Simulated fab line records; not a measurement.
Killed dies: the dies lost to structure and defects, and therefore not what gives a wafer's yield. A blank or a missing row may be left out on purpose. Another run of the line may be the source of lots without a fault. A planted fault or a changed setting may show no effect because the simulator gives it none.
Comparing a struck lot with a sound one    flow ritCmos    15 out of 202 route steps
Sound: wafers L298.1, L298.5, L298.6. Wafers struck: L289.2, L289.4, L289.5. At the end, the cause is stated.
Per side, at each step with rows, come the tool, then ch with its chambers, and then its first start. Under that, the readings that differ: sound wafers    struck wafers    difference of the means    sigmas: that difference in standard deviations of wafers without a fault.
alike: same words and numbers on both sides, and readings whose means sit less than 2 such deviations apart. not compared: any withheld reading, any reading some wafer has no value for, any bound like >300 that may hide the same value, and any number with overlapping values for which the record gives no deviation.
Wherever a step has rows on one side only, a row that says differs or no value, or a row with sigmas, the two part there. Numbers that don't overlap but have no deviation are shown without sigmas and don't part them. Lack of a reading on every wafer of one side parts them only where that side has two or more wafers.

RIT_CONTACT_CVD_00: deposits SiO2 from TEOS, target thk 400 nm, time 61 s.
  sound on pecvd-02 ch 0,1, day 6 18:10; struck on pecvd-02 ch 0,1,2, day 5 00:50
  alike: heaterPowerW
RIT_CONTACT_THK_MEAS_01:
  sound on filmMetro-01 at day 6 18:13; struck on filmMetro-01 at day 5 00:54
  alike: CONTACT_TEOS_THK
then, 6 steps without rows for these wafers: RIT_CONTACT_HMDS_02 (prime time 60 s); RIT_CONTACT_COAT_03 (resist thk 1000 nm); RIT_CONTACT_SOFTBAKE_04 (time 60 s); RIT_CONTACT_EXPOSE_05 (exposes mask M11, target cd 1000 nm); RIT_CONTACT_PEB_06; RIT_CONTACT_DEVELOP_07 (develop time 125.5 s).
RIT_CONTACT_CD_MEAS_08: the cd target is 1000 nm.
  sound on cdSem-02 at day 6 19:14; struck on cdSem-02 at day 5 01:56
  alike: cdNm
RIT_CONTACT_OVL_MEAS_09:
  sound on overlay-01 at day 6 19:22; struck on overlay-01 at day 5 02:02
  alike: CONTACT_OVL
then, 1 step without rows for these wafers: RIT_CONTACT_HARDBAKE_10 (time 60 s).
RIT_CONTACT_ETCH_11: etches SiO2 in CHF3/CF4/Ar, stops on TiSi2, target depth 480 nm, time 320 s.
  sound on rieDiel-01 ch 1,2,3, day 6 19:33; struck on rieDiel-03 ch 0,1,3, day 5 02:13
  alike: drypumpMotorCurrentA, oesProductAu, throttleValvePct
  not compared: rfHoursCounterH
RIT_CONTACT_STRIP_12: strips in O2, time 180 s.
  sound on plasmaAsher-01 ch 0,1, day 6 19:44; struck on plasmaAsher-02 ch 0,1, day 5 02:25
  no value came back on the struck wafers for chamberPressureMTorr (mTorr), drypumpMotorCurrentA (A); on the sound wafers chamberPressureMTorr (mTorr) reads 3996 3998 4001
reading                                      sound  struck             difference  sigmas
model.NOVOLAK_of_CONTACT_COAT_03.thkNm (nm)  0 0 0  763.9 771.5 770.4  +768.6      
  not compared: rfHoursCounterH
RIT_CONTACT_CD_MEAS_90: the cd target is 1000 nm.
  sound on cdSem-02 at day 6 19:55; struck on cdSem-01 at day 5 02:37
  alike: cdNm
RIT_M1_PROBE_99:
  sound on prober-01 at day 7 01:04; struck on prober-02 at day 5 07:16
reading             sound   struck       difference  sigmas
killed_at_M0_to_M3  0 0 0   260 261 256  +259        +99 or more
killedDies          9 5 10  264 264 264  +256        +95
killedOnRim         3 2 3   70 70 70     +67         +56
  alike: killedAtContacts, killedAtFrontEnd, killedOpen, killedShort

== WHERE THEY PART ==
At RIT_CONTACT_STRIP_12 first; at RIT_M1_PROBE_99 last (within this record only).

WHY: what the simulator had put in
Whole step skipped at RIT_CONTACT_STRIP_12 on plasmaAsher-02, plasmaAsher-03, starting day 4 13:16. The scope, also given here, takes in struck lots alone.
